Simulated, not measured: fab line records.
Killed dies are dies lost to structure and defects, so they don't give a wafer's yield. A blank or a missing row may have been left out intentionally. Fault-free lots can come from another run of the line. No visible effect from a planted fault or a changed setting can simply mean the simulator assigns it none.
Problem report in the 8D (eight disciplines) form, filled by code	flow berkeley_cmos170	the parts of the form that need people (team, actions taken, sign-off) are left out

1. THE PROBLEM
At UCB170_M2_HMDS_04, prime_temp_c averages 89.89 C over 9 wafers from 3 lots, while fault-free wafers read 100.01 C, standard deviation 0.13. Measured from the usual mean, that is -78 standard deviations.
The step: prime time 60 s.
First observed at day 11 14:16: wafer L386.2, on litho_track-02. The record has a number at this step for 45 wafers belonging to 15 lots. Rule for "out" (also "out of limits"): further than 4 standard deviations from the usual mean. All remaining wafers that have a number are taken as sound.

2. WHAT IT IS AND WHAT IT IS NOT
question	is	is not
which readings at this step	prime_temp_c	resist_line_temp_C
which lots	L386, L387, L389	L374, L375, L376, L377, L378, L379, L380, L382, L383, L391, L393, L394
which wafers of those lots	all that have a number	-
read on which tools	litho_track-02	litho_track-03, litho_track-04
when	from day 11 14:16	up to then (27 sound wafers); but 9 sound wafers of L391, L393, L394 came after

3. THE SUSPECTS, EACH WITH WHAT RULES IT OUT
Counting: any tool at a process step up to the reading is kept as a suspect provided that every lot that is out went through it and no sound lot did after the first of them.
- litho_track-02 at UCB170_M2_HMDS_04 (prime time 60 s): kept. It processed each lot that is out, first L386 at day 11 14:16, and no sound lot thereafter; up to then, the last sound lot it processed was L383 at day 11 01:52. Its own readings are out on those wafers: prime_temp_c.
Remaining after the count: litho_track-02 at UCB170_M2_HMDS_04.

4. THE CAUSE (what the simulator had put in)
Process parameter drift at UCB170_M2_HMDS_04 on litho_track-02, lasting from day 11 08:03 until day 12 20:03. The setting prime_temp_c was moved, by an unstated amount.
Only this tool survived the counting.

5. THE CHAIN OF EFFECTS, in route order
Each row: a reading whose mean over the struck wafers that have a number lies more than 3 standard deviations from the usual. Scope: only readings with a usual standard deviation given in the record; hours: median across lots of the time from each lot's start at the first step in this table that gives one to its start at this step; sigmas: change in usual standard deviations.
hours	step	reading	usual	on struck wafers	change	sigmas
0	UCB170_M2_HMDS_04	prime_temp_c	100.01 C	89.89	-10.12	-78
Its process steps:
- UCB170_M2_HMDS_04: prime time 60 s.

6. WHAT WOULD HAVE CAUGHT IT SOONER
6 hours passed between the start of the fault at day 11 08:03 and the first reading out of limits in this record, taken at day 11 14:16.
